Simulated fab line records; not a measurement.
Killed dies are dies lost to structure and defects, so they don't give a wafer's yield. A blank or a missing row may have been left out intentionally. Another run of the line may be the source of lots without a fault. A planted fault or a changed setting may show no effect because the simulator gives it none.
Struck lot and sound lot, side by side	flow rit cmos	15 out of 202 route steps
Sound: the wafers L824.1, L824.2, L824.6. The struck wafers were L829.2, L829.4, L829.6. The cause comes at the end.
Order at every step that has rows: each side's tool, ch and its chambers, its first start. Under that, the readings that differ: sound wafers	struck wafers	difference of the means	sigmas: that difference in standard deviations of wafers without a fault.
alike: a reading whose means differ by less than 2 such deviations, as well as words and numbers matching on both sides. not compared: withheld readings; readings where some wafer has no value; bounds like >300 that might hide an equal value; numbers whose values overlap and for which the record gives no deviation.
The two part at a step that has a row with sigmas, a row that says differs or no value, or rows on one side only. Numbers that have no deviation but don't overlap get no sigmas and don't part them. Lack of a reading on every wafer of one side parts them only where that side has two or more wafers.

first, 1 step without rows for these wafers: RIT_CONTACT_HARDBAKE_10 (time 60 s).
RIT_CONTACT_ETCH_11: etches SiO2 in CHF3/CF4/Ar, stops on TiSi2, target depth 480 nm, time 320 s.
  sound on rie diel-02 ch 0,1,2, day 3 13:17; struck on rie diel-04 ch 1,2, day 4 15:52
  alike: O2_flow_sccm, drypump motor current A, oes product au, throttle valve pct
  not compared: rf hours counter h
RIT_CONTACT_STRIP_12: strips in O2, time 180 s.
  sound on plasma asher-01 ch 0,1, day 3 13:28; struck on plasma asher-03 ch 0,1, day 4 16:04
  alike: drypump motor current A
  not compared: rf hours counter h
RIT_CONTACT_CD_MEAS_90: the cd target is 1000 nm.
  sound: cd sem-02 at day 3 13:39; struck: cd sem-02 at day 4 16:15
  alike: cd nm
then, 2 steps without rows for these wafers: RIT_CONTACT_CLEAN_13 (cleans in SC1, time 600 s); RIT_CONTACT_CLEAN_14 (cleans in SC2, time 600 s).
RIT_M1_SPUTTER_00: material Al, target thk 400 nm, time 500 s.
  sound: pvd sputter-03 at day 3 14:07; struck: pvd sputter-02 at day 4 16:42
  alike: throttle valve pct
RIT_M1_RS_MEAS_01: the measuring method here is four-point-probe.
  sound: film metro-02 at day 3 14:25; struck: film metro-01 at day 4 17:01
  alike: M1_AL_RS
RIT_M1_THK_MEAS_02: measures by xrf.
  sound: film metro-02 at day 3 14:32; struck: film metro-01 at day 4 17:08
  alike: M1_AL_THK
then, 3 steps without rows for these wafers: RIT_M1_HMDS_03 (prime time 60 s); RIT_M1_COAT_04 (resist thk 1300 nm); RIT_M1_SOFTBAKE_05 (time 60 s).
RIT_M1_EXPOSE_06: exposes mask M12, target cd 2600 nm.
  sound on iline stepper-02 ch 0, day 3 15:02; struck on iline stepper-01 ch 0, day 4 17:39
reading	sound	struck	difference	sigmas
model.M1.overlay x nm (nm)	0.493 0.493 0.493	5.322 5.322 5.322	+4.829	
  alike: mask, exposure dose mJ cm2, reticle temp C
after that, 1 step had no rows for these wafers: RIT_M1_PEB_07.
RIT_M1_PROBE_99:
  sound: prober-01 at day 3 18:08; struck: prober-02 at day 4 23:20
  alike: defect limited yield, killed at contacts, killed at front end, killed dies, killed open, killed short, sort_bin_3_pad_short, sort_bin_5_function, sort_bin_6_memory, sort n pass, sort yield pct

== WHERE THEY PART ==
Nowhere in this record.

WHY: what had been put in by the simulator
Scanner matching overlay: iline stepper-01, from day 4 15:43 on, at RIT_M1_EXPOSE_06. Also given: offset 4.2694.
